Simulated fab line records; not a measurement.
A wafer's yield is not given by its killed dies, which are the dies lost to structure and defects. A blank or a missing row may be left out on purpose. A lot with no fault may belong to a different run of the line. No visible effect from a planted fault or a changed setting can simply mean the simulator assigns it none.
fab line records    flow berkeley_cmos170    part 1 of 2: steps 1 to 24 of 36
record lots=5  wafers=15  last_day=11
route steps=331 shown START@4 ZERO@6 NWELL@14 PWELL@34
lots that met no fault: taken from a fault-free run of the same line
start_h: hours from the record's first day to the start of the lot's first wafer shown    wait_h: how many hours have passed since the lot's step before this one    " as in the row above    L1.1+2: several wafers, shown together as one row    - no value, or no start was given    * or withheld: withheld    < > ~ a bound
route shown NAME@n: a module of which the file shows steps, and the number in the route of the first    usual: mean/standard deviation taken from wafers without a fault    same: alike in all rows    chamber/n: place in a boat    sites: readings site by site    _std_site: the values' standard deviation    _edge_site: the outer-site mean with the inner-site mean subtracted    radius_mm: for every site, how far away it sits from the centre of the wafer    mask NAME#n: copy n    behind: the last tool/chamber to shape the wafer    hold: cause of the lot's hold/its duration in hours/its outcome    device: the transistor (n, p or np) that didn't switch    end of line: tests of these same wafers at the route's end    for a step that has no rows: nothing shown but its recipe    killed: dies lost to structure and defects at the first sort, not the wafer's yield    map: the dies of a wafer, with x for killed, . for not killed, _ for no die there
set.NAME: the setting as run; set.NAME@STEP: as run at that earlier step    model.NAME: the simulator's own value behind a step, which no gauge read
lots at selected steps of the route; one table per step, one row per wafer
services: a tool's chamber out of use, with start hour (start_h, from the record's first day; less than 0 if before it), hours out, and reason
## steps
# step UCB170_START_THK_MEAS_03
# recipe reads=SiO2_of_START_OXIDATION_02
# usual START_OXIDE_THK=19.85/0.3
lot.wafer  tool           chamber  start_h  wait_h  START_OXIDE_THK[nm]
L075.2     film_metro-02  -        20.63    0.0     19.74
L075.3     "              -        "        "       19.48
L075.6     "              -        "        "       19.57
L083.1     film_metro-04  -        61.02    0.0     19.63
L083.5     "              -        "        "       19.85
L083.6     "              -        "        "       19.90
L084.1     film_metro-02  -        65.02    0.0     20.30
L084.2     "              -        "        "       20.43
L084.4     "              -        "        "       20.23
L085.1     film_metro-02  -        70.55    0.0     19.76
L085.4     "              -        "        "       19.36
L085.5     "              -        "        "       19.74
L089.2     film_metro-03  -        90.57    0.0     19.79
L089.4     "              -        "        "       19.67
L089.5     "              -        "        "       19.62
# step UCB170_START_ANNEAL_04
# recipe temp_c=950  time_s=1200  ambient=N2
# usual zone_power_load_pct=29.0/3
lot.wafer  tool        chamber  start_h  wait_h  zone_power_load_pct
L075.2     furnace-04  0        26.30    5.7     26.5
L075.3     "           0        "        "       26.9
L075.6     "           0        "        "       26.8
L083.1     furnace-01  0        65.02    4.0     28.6
L083.5     "           0        "        "       28.9
L083.6     "           0        "        "       28.7
L084.1     furnace-04  0        68.56    3.5     26.2
L084.2     "           0        "        "       26.8
L084.4     "           0        "        "       26.6
L085.1     furnace-04  0        74.31    3.7     26.7
L085.4     "           0        "        "       26.7
L085.5     "           0        "        "       27.0
L089.2     furnace-04  0        94.81    4.2     26.8
L089.4     "           0        "        "       26.7
L089.5     "           0        "        "       26.9
# step UCB170_ZERO_HMDS_00
# recipe prime_time_s=60  prime_temp_c=100
# usual resist_line_temp_C=23.02/0.11
lot.wafer  tool            chamber  start_h  wait_h  resist_line_temp_C
L075.2     litho_track-04  0        27.69    0.0     23.11
L075.3     "               0        "        "       22.97
L075.6     "               0        "        "       23.02
L083.1     litho_track-04  0        66.86    0.5     22.93
L083.5     "               0        "        "       22.95
L083.6     "               0        "        "       23.18
L084.1     litho_track-04  0        69.89    0.0     22.84
L084.2     "               0        "        "       22.85
L084.4     "               0        "        "       23.17
L085.1     litho_track-04  0        75.64    0.0     22.87
L085.4     "               0        "        "       22.96
L085.5     "               0        "        "       23.08
L089.2     litho_track-03  0        96.17    0.0     23.08
L089.4     "               0        "        "       23.18
L089.5     "               0        "        "       23.24
# step UCB170_ZERO_COAT_01
# recipe resist=KrF  spin_rpm=1500  resist_thk_nm=900
# usual resist_line_temp_C=22.96/0.095
lot.wafer  tool            chamber  start_h  wait_h  resist_line_temp_C
L075.2     litho_track-04  0        27.84    0.1     22.78
L075.3     "               0        "        "       22.90
L075.6     "               0        "        "       22.93
L083.1     litho_track-04  0        67.01    0.1     23.01
L083.5     "               0        "        "       23.00
L083.6     "               0        "        "       22.90
L084.1     litho_track-04  0        70.04    0.1     23.12
L084.2     "               0        "        "       23.07
L084.4     "               0        "        "       22.85
L085.1     litho_track-04  0        75.79    0.1     23.00
L085.4     "               0        "        "       22.95
L085.5     "               0        "        "       23.07
L089.2     litho_track-03  0        96.32    0.1     23.17
L089.4     "               0        "        "       23.03
L089.5     "               0        "        "       23.00
# step UCB170_ZERO_SOFTBAKE_02
# recipe resist=KrF  temp_c=130  time_s=60
# usual resist_line_temp_C=22.98/0.097
lot.wafer  tool            chamber  start_h  wait_h  resist_line_temp_C
L075.2     litho_track-04  0        27.99    0.1     23.10
L075.3     "               0        "        "       23.11
L075.6     "               0        "        "       23.19
L083.1     litho_track-04  0        67.16    0.1     22.94
L083.5     "               0        "        "       22.91
L083.6     "               0        "        "       23.06
L084.1     litho_track-04  0        70.19    0.1     23.05
L084.2     "               0        "        "       23.21
L084.4     "               0        "        "       23.11
L085.1     litho_track-04  0        75.94    0.1     22.92
L085.4     "               0        "        "       23.01
L085.5     "               0        "        "       22.95
L089.2     litho_track-03  0        96.47    0.1     23.09
L089.4     "               0        "        "       22.83
L089.5     "               0        "        "       22.92
# step UCB170_ZERO_EXPOSE_03
# recipe mask_id=PM_MARKS  na=0.5  sigma_outer=0.6  source_shape=conventional  target_cd_nm=4000  dose_mj=30
# usual reticle_temp_C=22.99/0.098
# same sigma_outer=0.6
lot.wafer  tool            chamber  start_h  wait_h  mask        reticle_temp_C
L075.2     krf_scanner-01  0        28.13    0.1     PM_MARKS#0  23.09
L075.3     "               0        "        "       PM_MARKS#0  23.01
L075.6     "               0        "        "       PM_MARKS#0  23.16
L083.1     krf_scanner-01  0        67.46    0.3     PM_MARKS#0  23.04
L083.5     "               0        "        "       PM_MARKS#0  23.12
L083.6     "               0        "        "       PM_MARKS#0  23.06
L084.1     krf_scanner-01  0        70.34    0.1     PM_MARKS#0  23.03
L084.2     "               0        "        "       PM_MARKS#0  22.99
L084.4     "               0        "        "       PM_MARKS#0  22.87
L085.1     krf_scanner-01  0        76.09    0.1     PM_MARKS#0  22.86
L085.4     "               0        "        "       PM_MARKS#0  23.04
L085.5     "               0        "        "       PM_MARKS#0  22.81
L089.2     krf_scanner-02  0        96.74    0.2     PM_MARKS#0  23.05
L089.4     "               0        "        "       PM_MARKS#0  23.07
L089.5     "               0        "        "       PM_MARKS#0  22.82
# step UCB170_ZERO_PEB_04
# recipe peb_temp_c=130  peb_time_s=withheld  resist=KrF
# usual resist_line_temp_C=22.99/0.11
lot.wafer  tool            chamber  start_h  wait_h  resist_line_temp_C
L075.2     litho_track-03  0        28.25    0.1     23.09
L075.3     "               0        "        "       23.03
L075.6     "               0        "        "       23.03
L083.1     litho_track-03  0        68.05    0.6     22.82
L083.5     "               0        "        "       22.85
L083.6     "               0        "        "       23.08
L084.1     litho_track-03  0        70.46    0.1     23.17
L084.2     "               0        "        "       23.17
L084.4     "               0        "        "       23.04
L085.1     litho_track-01  0        76.21    0.1     23.07
L085.4     "               0        "        "       23.06
L085.5     "               0        "        "       23.16
L089.2     litho_track-04  0        96.86    0.1     23.05
L089.4     "               0        "        "       23.01
L089.5     "               0        "        "       22.83
# step UCB170_ZERO_DEVELOP_05
# recipe developer=TMAH  develop_time_s=45  resist=KrF  dev_temp_c=21
# usual resist_line_temp_C=23.01/0.11
lot.wafer  tool            chamber  start_h  wait_h  resist_line_temp_C
L075.2     litho_track-03  0        -        -       22.81
L075.3     "               0        "        "       22.91
L075.6     "               0        "        "       22.90
L083.1     litho_track-03  0        -        -       22.89
L083.5     "               0        "        "       23.07
L083.6     "               0        "        "       22.86
L084.1     litho_track-03  0        -        -       23.15
L084.2     "               0        "        "       23.10
L084.4     "               0        "        "       22.97
L085.1     litho_track-01  0        -        -       23.02
L085.4     "               0        "        "       22.99
L085.5     "               0        "        "       22.98
L089.2     litho_track-04  0        -        -       23.10
L089.4     "               0        "        "       23.22
L089.5     "               0        "        "       23.08
# step UCB170_ZERO_ETCH_06
# recipe chemistry=CHF3/CF4/Ar  target=SiO2  time_s=12  pressure_mtorr=100  rf_w=500  CHF3_flow_sccm=50  cf4_flow_sccm=10  Ar_flow_sccm=120  over_etch_frac=1.58
# usual drypump_motor_current_A=5.6/0.42  oes_product_au=0.614/0.01  throttle_valve_pct=9.23/0.15
lot.wafer  tool         chamber  start_h  wait_h  drypump_motor_current_A  oes_product_au  rf_hours_counter_h  throttle_valve_pct
L075.2     rie_diel-03  0        28.50    -       6.2                      0.630           149                 9.03
L075.3     "            2        "        "       5.7                      0.607           0                   9.26
L075.6     "            1        "        "       5.7                      0.606           -                   9.41
L083.1     rie_diel-01  3        68.32    -       6.3                      0.627           47                  9.29
L083.5     "            2        "        "       5.4                      0.609           -                   9.48
L083.6     "            1        "        "       5.2                      0.621           -                   9.03
L084.1     rie_diel-04  1        70.73    -       4.7                      0.597           21                  9.00
L084.2     "            3        "        "       5.3                      0.619           104                 9.30
L084.4     "            2        "        "       5.3                      0.606           145                 9.41
L085.1     rie_diel-01  2        76.48    -       5.4                      0.610           8                   9.45
L085.4     "            3        "        "       6.2                      0.638           47                  9.27
L085.5     "            3        "        "       6.3                      0.631           -                   9.28
L089.2     rie_diel-04  0        97.11    -       5.3                      0.605           25                  9.27
L089.4     "            3        "        "       5.3                      0.619           106                 9.29
L089.5     "            3        "        "       5.3                      0.621           -                   9.32
# step UCB170_ZERO_STRIP_07
# recipe chemistry=O2  power_w=400  pressure_mtorr=3500  platen_temp_c=withheld  o2_flow_sccm=400  overash_fraction=0.5
# usual drypump_motor_current_A=5.6/0.41  oes_product_au=0.727/0.0042  strip_time_to_endpoint_s=21.52/0.064
lot.wafer  tool             chamber  start_h  wait_h  drypump_motor_current_A  oes_product_au  rf_hours_counter_h  strip_time_to_endpoint_s
L075.2     plasma_asher-03  0        28.53    0.0     5.7                      0.724           30                  21.60
L075.3     "                1        "        "       6.5                      0.725           -                   21.60
L075.6     "                0        "        "       5.7                      0.724           -                   21.64
L083.1     plasma_asher-01  1        68.35    0.0     5.7                      0.724           33                  21.67
L083.5     "                1        "        "       5.7                      0.733           -                   21.57
L083.6     "                0        "        "       5.0                      0.729           -                   21.62
L084.1     plasma_asher-01  0        70.76    0.0     5.1                      0.727           33                  21.54
L084.2     "                1        "        "       5.7                      0.732           33                  21.50
L084.4     "                1        "        "       5.7                      0.730           -                   21.54
L085.1     plasma_asher-03  0        76.51    0.0     5.7                      0.732           35                  21.48
L085.4     "                0        "        "       5.7                      0.717           -                   21.50
L085.5     "                1        "        "       6.5                      0.730           -                   21.45
L089.2     plasma_asher-02  0        97.13    0.0     5.3                      0.721           30                  21.43
L089.4     "                0        "        "       5.3                      0.732           -                   21.46
L089.5     "                0        "        "       5.3                      0.725           -                   21.46
# step UCB170_NWELL_WET_ETCH_00
# recipe chemistry=dHF  dilution=25:1  target=SiO2  temp_c=25  time_s=200
lot.wafer   tool          chamber  start_h  wait_h
L075.2+3+6  wet_bench-01  1        28.63    0.1
L083.1+5+6  wet_bench-01  0        68.45    0.1
L084.1+2+4  wet_bench-04  0        72.21    1.4
L085.1+4+5  wet_bench-01  2        79.67    3.1
L089.2+4+5  wet_bench-01  0        97.23    0.1
# step UCB170_NWELL_OXIDATION_01
# recipe temp_c=1000  ambient=O2  target_thk_a=264  ox_time_s=1260
# usual zone_power_load_pct=33/3.8
lot.wafer  tool        chamber  start_h  wait_h  zone_power_load_pct
L075.2     furnace-04  0        31.39    2.7     30
L075.3     "           0        "        "       30
L075.6     "           0        "        "       30
L083.1     furnace-01  0        71.80    3.3     32
L083.5     "           0        "        "       33
L083.6     "           0        "        "       32
L084.1     furnace-04  0        75.64    3.4     30
L084.2     "           0        "        "       30
L084.4     "           0        "        "       30
L085.1     furnace-04  0        82.17    2.4     30
L085.4     "           0        "        "       30
L085.5     "           0        "        "       30
L089.2     furnace-04  0        97.64    0.3     29
L089.4     "           0        "        "       30
L089.5     "           0        "        "       30
# step UCB170_NWELL_THK_MEAS_02
# recipe reads=SiO2_of_NWELL_OXIDATION_01
# usual NWELL_OXIDE_THK=26.6/0.43
lot.wafer  tool           chamber  start_h  wait_h  NWELL_OXIDE_THK[nm]
L075.2     film_metro-01  -        32.75    0.0     26.3
L075.3     "              -        "        "       26.8
L075.6     "              -        "        "       26.5
L083.1     film_metro-04  -        73.15    0.0     26.4
L083.5     "              -        "        "       26.6
L083.6     "              -        "        "       26.5
L084.1     film_metro-02  -        76.99    0.0     26.1
L084.2     "              -        "        "       26.3
L084.4     "              -        "        "       26.0
L085.1     film_metro-02  -        83.52    0.0     26.3
L085.4     "              -        "        "       26.6
L085.5     "              -        "        "       26.4
L089.2     film_metro-02  -        99.00    0.0     26.7
L089.4     "              -        "        "       26.8
L089.5     "              -        "        "       26.9
# step UCB170_NWELL_ANNEAL_03
# recipe temp_c=1000  time_s=900  ambient=N2
# usual zone_power_load_pct=33/3.9
lot.wafer  tool        chamber  start_h  wait_h  zone_power_load_pct
L075.2     furnace-01  0        38.45    5.7     32
L075.3     "           0        "        "       32
L075.6     "           0        "        "       32
L083.1     furnace-04  0        76.99    3.8     30
L083.5     "           0        "        "       30
L083.6     "           0        "        "       30
L084.1     furnace-02  0        80.44    3.4     40
L084.2     "           0        "        "       39
L084.4     "           0        "        "       39
L085.1     furnace-02  0        86.69    3.2     40
L085.4     "           0        "        "       40
L085.5     "           0        "        "       39
L089.2     furnace-04  0        100.34   1.3     29
L089.4     "           0        "        "       30
L089.5     "           0        "        "       30
# step UCB170_NWELL_CVD_04
# recipe material=Si3N4  target_thk_nm=224  temp_c=800  precursor=SiH2Cl2/NH3  time_s=3360  pressure_mtorr=200  sih2cl2_flow_sccm=25  nh3_flow_sccm=75
# usual zone_power_load_pct=21.7/1.7
lot.wafer  tool      chamber  start_h  wait_h  zone_power_load_pct
L075.2     lpcvd-02  0        39.70    0.0     24.8
L075.3     "         0        "        "       24.4
L075.6     "         0        "        "       24.0
L083.1     lpcvd-01  0        78.24    0.0     20.3
L083.5     "         0        "        "       20.4
L083.6     "         0        "        "       20.3
L084.1     lpcvd-02  1        81.69    0.0     20.8
L084.2     "         1        "        "       20.7
L084.4     "         1        "        "       20.6
L085.1     lpcvd-02  0        87.94    0.0     24.2
L085.4     "         0        "        "       24.6
L085.5     "         0        "        "       24.7
L089.2     lpcvd-02  0        101.59   0.0     23.9
L089.4     "         0        "        "       24.7
L089.5     "         0        "        "       24.1
# step UCB170_NWELL_THK_MEAS_05
# recipe reads=Si3N4_of_NWELL_CVD_04
# usual NWELL_NITRIDE_THK=224.3/2.5
lot.wafer  tool           chamber  start_h  wait_h  NWELL_NITRIDE_THK[nm]
L075.2     film_metro-04  -        41.64    0.0     223.6
L075.3     "              -        "        "       221.6
L075.6     "              -        "        "       221.3
L083.1     film_metro-01  -        81.14    0.0     223.5
L083.5     "              -        "        "       224.2
L083.6     "              -        "        "       222.7
L084.1     film_metro-01  -        83.62    0.0     227.6
L084.2     "              -        "        "       228.3
L084.4     "              -        "        "       227.9
L085.1     film_metro-01  -        89.87    0.0     228.9
L085.4     "              -        "        "       228.8
L085.5     "              -        "        "       228.3
L089.2     film_metro-01  -        103.53   0.0     222.5
L089.4     "              -        "        "       223.2
L089.5     "              -        "        "       222.5
# step UCB170_NWELL_HMDS_06
# recipe prime_time_s=60  prime_temp_c=100
# usual resist_line_temp_C=23.00/0.099
lot.wafer  tool            chamber  start_h  wait_h  resist_line_temp_C
L075.2     litho_track-02  0        41.72    0.1     23.04
L075.3     "               0        "        "       23.05
L075.6     "               0        "        "       22.94
L083.1     litho_track-03  0        81.72    0.6     23.07
L083.5     "               0        "        "       23.04
L083.6     "               0        "        "       23.07
L084.1     litho_track-02  0        84.20    0.6     23.09
L084.2     "               0        "        "       22.94
L084.4     "               0        "        "       23.06
L085.1     litho_track-03  0        90.77    0.9     23.15
L085.4     "               0        "        "       22.99
L085.5     "               0        "        "       23.02
L089.2     litho_track-03  0        104.29   0.7     23.06
L089.4     "               0        "        "       23.09
L089.5     "               0        "        "       23.20
# step UCB170_NWELL_COAT_07
# recipe resist=KrF  spin_rpm=1500  resist_thk_nm=900
# usual resist_line_temp_C=23.01/0.11
lot.wafer  tool            chamber  start_h  wait_h  resist_line_temp_C
L075.2     litho_track-02  0        41.87    0.1     23.02
L075.3     "               0        "        "       23.07
L075.6     "               0        "        "       22.81
L083.1     litho_track-03  0        81.87    0.1     23.03
L083.5     "               0        "        "       23.24
L083.6     "               0        "        "       23.07
L084.1     litho_track-02  0        84.35    0.1     22.96
L084.2     "               0        "        "       22.90
L084.4     "               0        "        "       23.05
L085.1     litho_track-03  0        90.92    0.1     22.80
L085.4     "               0        "        "       22.81
L085.5     "               0        "        "       22.75
L089.2     litho_track-03  0        104.44   0.1     22.84
L089.4     "               0        "        "       23.06
L089.5     "               0        "        "       22.80
# step UCB170_NWELL_SOFTBAKE_08
# recipe resist=KrF  temp_c=130  time_s=60
# usual resist_line_temp_C=23.01/0.11
lot.wafer  tool            chamber  start_h  wait_h  resist_line_temp_C
L075.2     litho_track-02  0        42.02    0.1     22.93
L075.3     "               0        "        "       23.05
L075.6     "               0        "        "       22.94
L083.1     litho_track-03  0        82.02    0.1     22.75
L083.5     "               0        "        "       22.94
L083.6     "               0        "        "       22.87
L084.1     litho_track-02  0        84.50    0.1     23.03
L084.2     "               0        "        "       22.96
L084.4     "               0        "        "       23.01
L085.1     litho_track-03  0        91.07    0.1     22.97
L085.4     "               0        "        "       23.28
L085.5     "               0        "        "       23.12
L089.2     litho_track-03  0        104.59   0.1     22.90
L089.4     "               0        "        "       22.83
L089.5     "               0        "        "       23.00
# step UCB170_NWELL_EXPOSE_09
# recipe mask_id=NWELL  target_cd_nm=3000  na=0.5  sigma_outer=0.6  source_shape=conventional  dose_mj=25.39
# usual reticle_temp_C=22.98/0.11
# same sigma_outer=0.6
lot.wafer  tool            chamber  start_h  wait_h  mask     reticle_temp_C
L075.2     krf_scanner-02  0        42.41    0.4     NWELL#0  23.00
L075.3     "               0        "        "       NWELL#0  22.97
L075.6     "               0        "        "       NWELL#0  23.09
L083.1     krf_scanner-02  0        82.17    0.1     NWELL#0  23.12
L083.5     "               0        "        "       NWELL#0  23.00
L083.6     "               0        "        "       NWELL#0  22.96
L084.1     krf_scanner-02  0        84.65    0.1     NWELL#0  22.98
L084.2     "               0        "        "       NWELL#0  23.04
L084.4     "               0        "        "       NWELL#0  23.03
L085.1     krf_scanner-02  0        91.54    0.4     NWELL#0  23.16
L085.4     "               0        "        "       NWELL#0  22.92
L085.5     "               0        "        "       NWELL#0  22.99
L089.2     krf_scanner-01  0        104.86   0.2     NWELL#0  23.12
L089.4     "               0        "        "       NWELL#0  22.97
L089.5     "               0        "        "       NWELL#0  23.10
# step UCB170_NWELL_PEB_10
# recipe peb_temp_c=130  peb_time_s=withheld  resist=KrF
# usual resist_line_temp_C=23.01/0.12
lot.wafer  tool            chamber  start_h  wait_h  resist_line_temp_C
L075.2     litho_track-03  0        42.56    0.1     23.20
L075.3     "               0        "        "       23.25
L075.6     "               0        "        "       23.25
L083.1     litho_track-04  0        83.13    0.9     23.27
L083.5     "               0        "        "       23.29
L083.6     "               0        "        "       23.25
L084.1     litho_track-03  0        84.79    0.1     22.81
L084.2     "               0        "        "       22.81
L084.4     "               0        "        "       22.81
L085.1     litho_track-04  0        92.46    0.9     22.96
L085.4     "               0        "        "       22.90
L085.5     "               0        "        "       23.00
L089.2     litho_track-03  0        105.84   1.0     22.97
L089.4     "               0        "        "       23.00
L089.5     "               0        "        "       22.87
# step UCB170_NWELL_DEVELOP_11
# recipe developer=TMAH  develop_time_s=45  resist=KrF  dev_temp_c=21
# usual resist_line_temp_C=22.97/0.088
lot.wafer  tool            chamber  start_h  wait_h  resist_line_temp_C
L075.2     litho_track-03  0        -        -       22.91
L075.3     "               0        "        "       22.96
L075.6     "               0        "        "       23.08
L083.1     litho_track-04  0        -        -       22.83
L083.5     "               0        "        "       22.77
L083.6     "               0        "        "       22.99
L084.1     litho_track-03  0        -        -       23.00
L084.2     "               0        "        "       22.94
L084.4     "               0        "        "       23.08
L085.1     litho_track-04  0        -        -       23.02
L085.4     "               0        "        "       23.06
L085.5     "               0        "        "       23.02
L089.2     litho_track-03  0        -        -       22.88
L089.4     "               0        "        "       22.88
L089.5     "               0        "        "       22.95
# step UCB170_NWELL_OVL_MEAS_12
# usual NWELL_OVL=-2/5.7
lot.wafer  tool        chamber  start_h  wait_h  NWELL_OVL[nm]
L075.2     overlay-02  -        42.82    -       13
L075.3     "           -        "        "       4
L075.6     "           -        "        "       5
L083.1     overlay-02  -        83.41    -       1
L083.5     "           -        "        "       5
L083.6     "           -        "        "       1
L084.1     overlay-01  -        85.07    -       5
L084.2     "           -        "        "       9
L084.4     "           -        "        "       8
L085.1     overlay-02  -        92.73    -       -5
L085.4     "           -        "        "       -3
L085.5     "           -        "        "       -8
L089.2     overlay-02  -        106.09   -       1
L089.4     "           -        "        "       3
L089.5     "           -        "        "       3
# step UCB170_NWELL_ETCH_13
# recipe chemistry=CH3F/Ar/O2  target=Si3N4  stop_on=SiO2  CH3F_flow_sccm=20  Ar_flow_sccm=50  O2_flow_sccm=7  pressure_mtorr=50  rf_w=450  target_depth_a=2464  over_etch_frac=0.09222  time_s=154
# usual drypump_motor_current_A=5.5/0.33  oes_product_au=0.939/0.015  throttle_valve_pct=8.05/0.12
lot.wafer  tool         chamber  start_h  wait_h  drypump_motor_current_A  oes_product_au  rf_hours_counter_h  throttle_valve_pct
L075.2     rie_diel-04  1        42.85    0.0     4.8                      0.917           20                  7.84
L075.3     "            0        "        "       5.3                      0.928           23                  8.09
L075.6     "            3        "        "       5.4                      0.944           -                   8.13
L083.1     rie_diel-02  0        83.45    0.0     5.5                      0.947           61                  8.14
L083.5     "            1        "        "       5.6                      0.946           -                   8.08
L083.6     "            0        "        "       5.5                      0.952           -                   8.13
L084.1     rie_diel-03  3        85.10    0.0     5.7                      0.938           9                   8.02
L084.2     "            0        "        "       6.2                      0.982           151                 7.85
L084.4     "            1        "        "       5.7                      0.946           32                  8.21
L085.1     rie_diel-03  3        92.77    0.0     5.7                      0.933           10                  8.04
L085.4     "            1        "        "       5.7                      0.948           33                  8.19
L085.5     "            3        "        "       5.7                      0.930           -                   8.02
L089.2     rie_diel-04  3        106.12   0.0     5.3                      0.936           106                 8.14
L089.4     "            1        "        "       4.8                      0.928           23                  7.84
L089.5     "            3        "        "       5.3                      0.956           -                   8.13
